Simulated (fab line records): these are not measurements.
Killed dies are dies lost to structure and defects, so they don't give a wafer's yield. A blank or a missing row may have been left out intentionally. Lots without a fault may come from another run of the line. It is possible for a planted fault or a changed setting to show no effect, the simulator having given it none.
Which tool was responsible? -- flow berkeleyCmos170 -- 21 wafers from 7 lots sampled at 4 of the route's 331 steps

== WHAT EACH GAUGE READ, for each wafer ==
UCB170_V2_THK_MEAS_01.
lot,measured,on,V2_TEOS_THK (nm)
L220,day 8 07:29,filmMetro-03,1976 1980 2009
L223,day 8 23:46,filmMetro-04,2039 1995 2023
L225,day 9 16:11,filmMetro-04,1941 1998 2019
L228,day 9 16:43,filmMetro-03,1987 1978 2008
L232,day 10 11:40,filmMetro-03,1975 2010 2037
L238,day 12 00:13,filmMetro-02,1979 1987 1995
L239,day 11 23:51,filmMetro-03,2003 1991 2003

== EACH LOT AND THE TOOL THAT RAN IT (in order: tool; ch and the chambers of the sampled wafers; start) ==
lot,UCB170_NSD_STRIP_09,UCB170_SDANNEAL_RTA_00,UCB170_SILICIDE_SPUTTER_01
L220,"plasmaAsher-03 ch 0,1, day 7 10:42","rtpAnneal-02 ch 0, day 7 12:26","pvdSputter-01, day 7 13:06"
L223,"plasmaAsher-03 ch 0,1, day 8 03:32","rtpAnneal-01 ch 0, day 8 04:48","pvdSputter-02, day 8 05:28"
L225,"plasmaAsher-02 ch 0,1, day 8 14:12","rtpAnneal-02 ch 0, day 8 16:42","pvdSputter-03, day 8 17:22"
L228,"plasmaAsher-03 ch 1, day 8 18:01","rtpAnneal-02 ch 0, day 8 19:14","pvdSputter-01, day 8 19:55"
L232,"plasmaAsher-02 ch 0,1, day 9 15:32","rtpAnneal-01 ch 0, day 9 16:59","pvdSputter-02, day 9 17:39"
L238,"plasmaAsher-04 ch 0,1, day 11 03:32","rtpAnneal-01 ch 0, day 11 04:51","pvdSputter-01, day 11 05:32"
L239,"plasmaAsher-04 ch 0,1, day 11 04:20","rtpAnneal-01 ch 0, day 11 05:25","pvdSputter-03, day 11 06:05"
- UCB170_NSD_STRIP_09: strips in O2.
- UCB170_SDANNEAL_RTA_00: time 10 s.
- UCB170_SILICIDE_SPUTTER_01: material Ti, target thk 30 nm, time 26.11 s.

== THE ANSWER, worked out from the rows above alone ==
Rule: usual is defined by the lots themselves. The widest of any qualifying gaps counts: lots, ordered by their means at a reading, are off when they make up no more than a third of the lots, leave a main group of 4 or more, and stand apart from it by 3 or more times the standard deviation of that group's means. The tables above print the reading to a certain number of digits; a main group whose means all agree to those digits is not used. A lot without any number at a reading at which 4 lots or more have one is off too. All remaining lots with rows at the step are treated as sound.
None of the lots is off at any reading shown; this tells nothing.

== WHAT WAS PUT IN BY THE SIMULATOR ==
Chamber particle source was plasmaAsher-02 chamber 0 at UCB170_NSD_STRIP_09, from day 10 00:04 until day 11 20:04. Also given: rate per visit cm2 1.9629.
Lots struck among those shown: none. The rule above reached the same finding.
